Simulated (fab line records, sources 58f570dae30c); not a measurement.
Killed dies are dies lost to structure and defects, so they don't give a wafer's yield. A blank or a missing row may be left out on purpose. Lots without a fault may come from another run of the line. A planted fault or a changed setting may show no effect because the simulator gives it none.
Tool commonality check | flow berkeley_cmos170 | 13 lots, 39 wafers sampled

WHY IT WAS OPENED
At UCB170_ACTIVE_CD_MEAS_13 the reading cd_nm is flagged on 1 of 13 lots. Wafers without a fault read 1200.0 nm, standard deviation 1.4.
Rule: a lot is flagged when every wafer of it that has a number lies more than 4 standard deviations from that mean, or none has a number. The other lots count as sound.

lot  | measured    | on        | cd_nm (nm), wafer by wafer | flag
L233 | day 5 00:49 | cd_sem-01 | 1198.8 1199.5 1198.7       |
L232 | day 5 01:25 | cd_sem-01 | 1200.2 1199.6 1200.3       |
L234 | day 5 07:22 | cd_sem-01 | 1201.1 1200.8 1201.6       |
L235 | day 5 20:57 | cd_sem-02 | 1200.2 1201.1 1199.9       |
L236 | day 5 21:28 | cd_sem-01 | 1200.6 1199.5 1201.6       |
L237 | day 5 21:40 | cd_sem-01 | 1199.8 1201.5 1199.9       |
L238 | day 6 04:19 | cd_sem-01 | 1201.2 1201.3 1200.2       |
L240 | day 6 13:01 | cd_sem-01 | 1200.1 1199.3 1201.1       |
L242 | day 7 07:13 | cd_sem-01 | 1378.3 1378.6 1377.3       | FLAGGED
L245 | day 7 15:13 | cd_sem-01 | 1202.5 1201.7 1204.1       |
L248 | day 8 09:27 | cd_sem-01 | 1197.5 1197.2 1197.2       |
L252 | day 9 06:38 | cd_sem-01 | 1198.5 1197.6 1198.1       |
L254 | day 9 17:50 | cd_sem-02 | 1198.0 1200.1 1199.1       |
The numbers of the flagged lots are 1378.1 nm on average: +178.1 nm against the usual, or +99 or more standard deviations.

WHICH TOOL RAN EACH LOT
The record holds 1 process step before the reading, out of a route of 331 steps. In each cell: the tool, then ch and the chambers that the sampled wafers went through, then the start.
lot  | flag    | UCB170_ACTIVE_EXPOSE_10
L233 |         | krf_scanner-01 ch 0, day 4 23:59
L232 |         | krf_scanner-02 ch 0, day 5 00:13
L234 |         | krf_scanner-01 ch 0, day 5 06:58
L235 |         | krf_scanner-01 ch 0, day 5 19:57
L236 |         | krf_scanner-02 ch 0, day 5 20:13
L237 |         | krf_scanner-01 ch 0, day 5 20:26
L238 |         | krf_scanner-02 ch 0, day 6 03:37
L240 |         | krf_scanner-02 ch 0, day 6 12:15
L242 | FLAGGED | krf_scanner-02 ch 0, day 7 06:14
L245 |         | krf_scanner-02 ch 0, day 7 14:38
L248 |         | krf_scanner-01 ch 0, day 8 09:04
L252 |         | krf_scanner-02 ch 0, day 9 06:07
L254 |         | krf_scanner-02 ch 0, day 9 17:08
What these steps do:
- UCB170_ACTIVE_EXPOSE_10: exposes mask ACTIVE, target cd 1200 nm.
- UCB170_ACTIVE_CD_MEAS_13: target cd 1200 nm.

FLAGGED OVER TOTAL, TOOL BY TOOL (the gauges that took the reading come last)
step                     | tool           | lots run | flagged | share of the flagged lots | sound lots run after its first flagged lot
UCB170_ACTIVE_EXPOSE_10  | krf_scanner-01 | 5        | 0       | none                      | -
UCB170_ACTIVE_EXPOSE_10  | krf_scanner-02 | 8        | 1       | all                       | 3 (L245,L252,L254)
UCB170_ACTIVE_CD_MEAS_13 | cd_sem-01      | 11       | 1       | all                       | 3 (L245,L248,L252)
UCB170_ACTIVE_CD_MEAS_13 | cd_sem-02      | 2        | 0       | none                      | -

WHAT THE TABLE ALLOWS
2 rows of the table ran every flagged lot: krf_scanner-02 at UCB170_ACTIVE_EXPOSE_10, cd_sem-01 at UCB170_ACTIVE_CD_MEAS_13.
- krf_scanner-02 at UCB170_ACTIVE_EXPOSE_10: 1 of its 8 lots flagged. Sound lots ran on it after the first flagged one (L245, L252, L254), which a lasting fault on the whole tool wouldn't allow.
- cd_sem-01 at UCB170_ACTIVE_CD_MEAS_13: 1 of its 11 lots flagged. Sound lots ran on it after the first flagged one (L245, L248, L252), which a lasting fault on the whole tool wouldn't allow.
No row of the table ran every flagged lot and no sound lot after the first.

WHAT THE SIMULATOR HAD PUT IN
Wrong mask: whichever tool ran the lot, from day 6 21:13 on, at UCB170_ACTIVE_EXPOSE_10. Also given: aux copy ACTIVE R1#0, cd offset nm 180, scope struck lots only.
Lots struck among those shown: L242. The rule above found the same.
